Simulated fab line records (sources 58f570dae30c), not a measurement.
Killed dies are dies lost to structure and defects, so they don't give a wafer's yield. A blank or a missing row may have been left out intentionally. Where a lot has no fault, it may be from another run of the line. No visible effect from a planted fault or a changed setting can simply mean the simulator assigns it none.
Chamber matching | flow berkeleyCmos170 | UCB170_V2_ETCH_14 on rieDiel-04: 4 sister chambers
The step etches SiO2 in CHF3/CF4/Ar, stops on Al, target depth 1250 nm, time 291 s. 4 wafers are shown with their chamber, then 7 later ones without.

== WAFERS PAIRED WITH THEIR CHAMBERS ==
wafer  | chamber | throttleValvePct (%)
L581.2 | 2       | 7.10
L586.4 | 1       | 7.02
L590.1 | 3       | 7.00
L590.2 | 0       | 6.96

== WAFERS MISSING THEIR CHAMBER ==
wafer  | throttleValvePct (%)
L590.4 | 6.96
L594.3 | 7.00
L594.4 | 7.10
L594.5 | 6.97
L593.1 | 6.98
L593.4 | 7.02
L593.6 | 7.10

== WHICH CHAMBER EACH ONE RAN IN ==
wafer  | from the rows above     | in truth
L590.4 | 0                       | 0
L594.3 | 3                       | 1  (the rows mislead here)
L594.4 | 2                       | 2
L594.5 | 0                       | 0
L593.1 | can't be placed: 3 or 0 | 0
L593.4 | 1                       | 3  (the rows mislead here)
L593.6 | 2                       | 2
Correct placement for 4 of the 7. Can't be placed from these rows: 1 (the true chamber is among the candidates in 1). Number placed wrongly: 2.
How it was worked out, from the rows above alone: a wafer's distance from a chamber is the root of the sum, over the readings, of the square of ((its reading less the chamber's mean) divided by the reading's scatter). The wafer belongs to the nearest chamber; if the next one is less than 2 further off, it can't be placed. A chamber's mean is the mean of its shown wafers. The scatter: root of mean squared gap, hidden wafer to nearest shown wafer, with one shown wafer a chamber.
